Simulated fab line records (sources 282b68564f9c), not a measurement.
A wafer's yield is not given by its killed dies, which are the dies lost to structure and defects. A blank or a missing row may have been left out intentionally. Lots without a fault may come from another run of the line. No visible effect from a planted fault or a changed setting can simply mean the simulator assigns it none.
8D (eight disciplines) problem report, filled in by code    flow rit-cmos    the parts of the form that need people (team, actions taken, sign-off) are left out

## 1. WHAT IS WRONG
NWELL_RS at RIT_WELLDRIVE_RS_MEAS_01 reads a mean of 320.6 ohm/sq on 3 wafers of 1 lot; wafers without a fault read 275.5 ohm/sq with a standard deviation of 0.74. That puts it +61 standard deviations away from the usual mean.
The step: measures by four-point-probe.
Earliest sighting: wafer L678.1 on film-metro-02 at day 3 15:32. The record holds 39 wafers of 13 lots with a number at this step. The rule behind "out" and "out of limits": a value lying over 4 standard deviations away from the usual mean. The rest of the wafers with a number are treated as sound.

## 2. WHAT IT IS; WHAT IT IS NOT
question                     is                      is not
which readings at this step  NWELL_RS                -
which lots                   L678                    L671, L672, L673, L675, L677, L685, L686, L687, L689, L690, L693, L694
which wafers of those lots   all that have a number  -
read on which gauges         film-metro-02           film-metro-01, film-metro-04
when                         from day 3 15:32        up to then (15 sound wafers); but 21 sound wafers of L685, L686, L687, L689, L690, L693, L694 came after

## 3. SUSPECTS, AND WHAT RULES EACH OUT
Counting: a tool at a process step up to the reading stays a suspect if it ran every lot that is out and no sound lot after the first of them.
- the gauge at RIT_WELLDRIVE_RS_MEAS_01 is ruled out. All the wafers that are out were read on film-metro-02, but those of them that RIT_WELLDRIVE_ANNEAL_00 has rows for are out there too, on other tools.
- furnace-03 at RIT_WELLDRIVE_ANNEAL_00 (time 14700 s): kept. It ran the lot that is out, L678 (day 3 10:28), and no sound lot after that; its last sound lot up to then is L673 (day 2 10:04). On those wafers its own readings are out: run-length-s.
The count leaves furnace-03 at RIT_WELLDRIVE_ANNEAL_00.

## 4. THE CAUSE (what the simulator had put in)
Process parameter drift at RIT_WELLDRIVE_ANNEAL_00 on furnace-03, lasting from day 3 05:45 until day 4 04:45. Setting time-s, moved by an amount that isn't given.
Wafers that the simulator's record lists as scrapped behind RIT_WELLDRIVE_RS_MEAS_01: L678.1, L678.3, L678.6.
Counting left only this tool.

## 5. THE CHAIN OF EFFECTS, in route order
Each row: a reading where the mean over the struck wafers with a number is more than 3 standard deviations away from the usual. Only readings for which the record gives a usual standard deviation are gone through. hours: the time from each lot's start at the first step in this table that gives one to its start at this step, as a median over the lots. sigmas: the change in usual standard deviations.
hours  step                      reading       usual         on struck wafers  change  sigmas
0      RIT_WELLDRIVE_ANNEAL_00   run-length-s  18264 s       9435              -8829   -99 or more
5      RIT_WELLDRIVE_RS_MEAS_01  NWELL_RS      275.5 ohm/sq  320.6             +45.1   +61
It contains these process steps:
- RIT_WELLDRIVE_ANNEAL_00: time 14700 s.

## 6. HOW IT WOULD HAVE BEEN CAUGHT EARLIER
10 hours passed between the start of the fault at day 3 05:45 and the first reading out of limits at a measuring or inspecting step in this record, taken at day 3 15:32.
The tool's own readings at RIT_WELLDRIVE_ANNEAL_00 were out on every struck wafer that the step has a row for (run-length-s): an alarm limit on them would have fired on the first of those.
By day 3 15:32 the whole set of lots that are out, 1 in number, had already begun RIT_WELLDRIVE_ANNEAL_00 on furnace-03. None of them would have been spared by holding the tool at that moment.
